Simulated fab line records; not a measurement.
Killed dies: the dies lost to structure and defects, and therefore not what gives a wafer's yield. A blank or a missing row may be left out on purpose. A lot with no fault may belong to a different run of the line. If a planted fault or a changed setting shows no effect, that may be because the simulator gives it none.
2 desks looking at one fault / flow rit_cmos / each desk holds nothing but its own numbers, with what lay behind them at the end

== TOOL OWNER'S DESK, implanter-01 ==
RIT_PLDD_IMPLANT_08, tool's own readings: per-lot mean of the sampled wafers with a number, covering each lot this tool ran. A lot is out of limits, marked OUT, if its mean lies more than 4 standard deviations from the usual mean; the brackets give that distance.
Columns: A = beam_on_s at RIT_PLDD_IMPLANT_08, usual 10.01 s; B = dose_ions_cm2 at RIT_PLDD_IMPLANT_08, usual 9e+14; C = faraday_current_uA at RIT_PLDD_IMPLANT_08, usual 2820
lot=L747; first seen here=day 3 15:50; A=10.02; B=9e+14; C=2809
lot=L750; first seen here=day 4 07:26; A=9.96; B=9e+14; C=2832
lot=L753; first seen here=day 4 22:56; A=9.98; B=6e+14 (-99 or more) OUT; C=1975 (-15) OUT
lot=L754; first seen here=day 5 03:32; A=10.08; B=6e+14 (-99 or more) OUT; C=1958 (-15) OUT
lot=L765; first seen here=day 8 03:17; A=9.84; B=9e+14; C=2861
lot=L766; first seen here=day 8 09:13; A=10.03; B=9e+14; C=2803
This desk's finding: out of limits on L753, L754; first on L753, day 4 22:56 (dose_ions_cm2 at RIT_PLDD_IMPLANT_08). Within limits: L747, L750, L765, L766.

== METROLOGY DESK ==
What the gauges read for every lot (on any tool): the sampled wafers with a number, averaged. A lot is out of limits, marked OUT, if its mean lies more than 4 standard deviations from the usual mean; the brackets give that distance.
Columns: A = PLDD_TW at RIT_PLDD_TW_MEAS_10, usual 2356; B = PLDD_RS at RIT_SDANNEAL_RS_MEAS_06, usual 178.8 ohm/sq
lot=L744; first seen here=day 2 23:36; A=2352; B=178.4
lot=L745; first seen here=day 3 03:29; A=2328; B=179.1
lot=L747; first seen here=day 3 16:09; A=2337; B=178.5
lot=L748; first seen here=day 3 23:19; A=2328; B=178.9
lot=L749; first seen here=day 4 01:56; A=2380; B=179.2
lot=L750; first seen here=day 4 07:46; A=2379; B=179.2
lot=L752; first seen here=day 4 13:38; A=2335; B=178.8
lot=L753; first seen here=day 4 23:14; A=2130 (-9.1) OUT; B=216.7 (+82) OUT
lot=L754; first seen here=day 5 03:50; A=2173 (-7.3) OUT; B=216.9 (+83) OUT
lot=L761; first seen here=day 6 21:38; A=2396; B=178.8
lot=L763; first seen here=day 7 13:05; A=2394; B=178.8
lot=L765; first seen here=day 8 03:35; A=2326; B=178.5
lot=L767; first seen here=day 8 09:16; A=2378; B=178.6
lot=L766; first seen here=day 8 09:32; A=2338; B=178.7
Finding of this desk: L753, L754 out of limits, first seen on L753 at day 4 23:14 (PLDD_TW at RIT_PLDD_TW_MEAS_10). Within limits: L744, L745, L747, L748, L749, L750, L752, L761, L763, L765, L767, L766.

== PUT TOGETHER ==
The tool owner's desk could have raised an alarm at day 4 22:56, on L753, L754.
An alarm was possible from the metrology desk at day 4 23:14, on L753, L754.
The lots listed all ran RIT_PLDD_IMPLANT_08 on implanter-01.

== WHAT THE SIMULATOR HAD PUT IN ==
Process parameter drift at RIT_PLDD_IMPLANT_08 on implanter-01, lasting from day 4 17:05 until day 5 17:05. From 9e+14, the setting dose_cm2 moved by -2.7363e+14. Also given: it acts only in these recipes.
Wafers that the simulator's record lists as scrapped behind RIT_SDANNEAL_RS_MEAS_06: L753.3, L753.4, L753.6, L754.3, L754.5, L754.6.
Shown lots that were struck: L753, L754.
Fault start to first reading out of limits, in hours, per desk: tool owner, 6; metrology, 6.
